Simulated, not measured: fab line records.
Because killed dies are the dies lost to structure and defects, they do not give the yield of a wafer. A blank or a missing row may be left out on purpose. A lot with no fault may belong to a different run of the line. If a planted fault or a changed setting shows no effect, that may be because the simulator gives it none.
What tool caused it?    flow rit cmos    Sampling: 13 lots, 39 wafers, 2 of 202 route steps

WHAT EACH GAUGE READ, for each wafer
RIT_CONTACT_CD_MEAS_08: target cd 1000 nm. Usual: cd nm 999.4 nm, standard deviation 2.4.
lot   measured     on         cd nm (nm)            flag
L499  day 3 09:28  cd sem-01  999.4 996.6 996.8     
L501  day 3 20:58  cd sem-02  1003.7 1001.7 1002.0  
L502  day 4 00:44  cd sem-02  996.5 997.9 997.1     
L503  day 4 04:41  cd sem-01  1000.5 1003.2 1001.2  
L504  day 4 10:10  cd sem-01  1153.7 1152.1 1152.5  OFF
L505  day 4 13:47  cd sem-01  999.2 998.7 997.9     
L514  day 6 11:54  cd sem-01  998.9 1000.7 999.2    
L515  day 6 17:59  cd sem-02  999.4 1002.6 1001.1   
L516  day 6 21:35  cd sem-02  997.3 996.4 999.5     
L517  day 7 04:05  cd sem-01  999.1 998.1 999.2     
L518  day 7 09:24  cd sem-01  999.7 999.1 999.6     
L520  day 7 23:38  cd sem-01  995.9 997.1 997.9     
L521  day 8 03:06  cd sem-02  1000.8 1000.7 1001.0  

EACH LOT AND THE TOOL THAT RAN IT (in order: tool; ch and the chambers of the sampled wafers; start)
lot   RIT_CONTACT_EXPOSE_05
L499  iline stepper-02 ch 0, day 3 08:57
L501  iline stepper-02 ch 0, day 3 20:26
L502  iline stepper-01 ch 0, day 4 00:13
L503  iline stepper-01 ch 0, day 4 04:10
L504  iline stepper-02 ch 0, day 4 09:37
L505  iline stepper-01 ch 0, day 4 13:16
L514  iline stepper-02 ch 0, day 6 11:23
L515  iline stepper-02 ch 0, day 6 17:28
L516  iline stepper-02 ch 0, day 6 21:04
L517  iline stepper-02 ch 0, day 7 03:35
L518  iline stepper-01 ch 0, day 7 08:53
L520  iline stepper-02 ch 0, day 7 23:02
L521  iline stepper-02 ch 0, day 8 02:35
- RIT_CONTACT_EXPOSE_05: exposes mask M11, target cd 1000 nm.

WHAT THE TOOLS THEMSELVES READ (means of the sampled wafers that have a number; where no wafer has one, the mark that the record gives instead)
The record holds no such reading with a usual standard deviation.

THE ANSWER, worked out from the rows above alone
Rule: lot off if the mean of its wafers having a number is beyond 3 standard deviations from the usual mean. A lot without any number at a reading at which 4 lots or more have one is off too. Any other lot the step has rows for is counted as sound. After the gauges, taken in route order, come the tools' own readings; for these a lot's mean is taken, as printed above. At the first step where some lot is off, the reading lying furthest off is the one used; lots without a number count as furthest.
Off: L504 (RIT_CONTACT_CD_MEAS_08, cd nm).
A tool fits if, at a process step before that reading, it ran every lot that is off, and no sound lot after the first of them. Gauges at RIT_CONTACT_CD_MEAS_08: tried the same way as those tools. No candidate that was tried fits.

WHAT THE SIMULATOR HAD PUT IN
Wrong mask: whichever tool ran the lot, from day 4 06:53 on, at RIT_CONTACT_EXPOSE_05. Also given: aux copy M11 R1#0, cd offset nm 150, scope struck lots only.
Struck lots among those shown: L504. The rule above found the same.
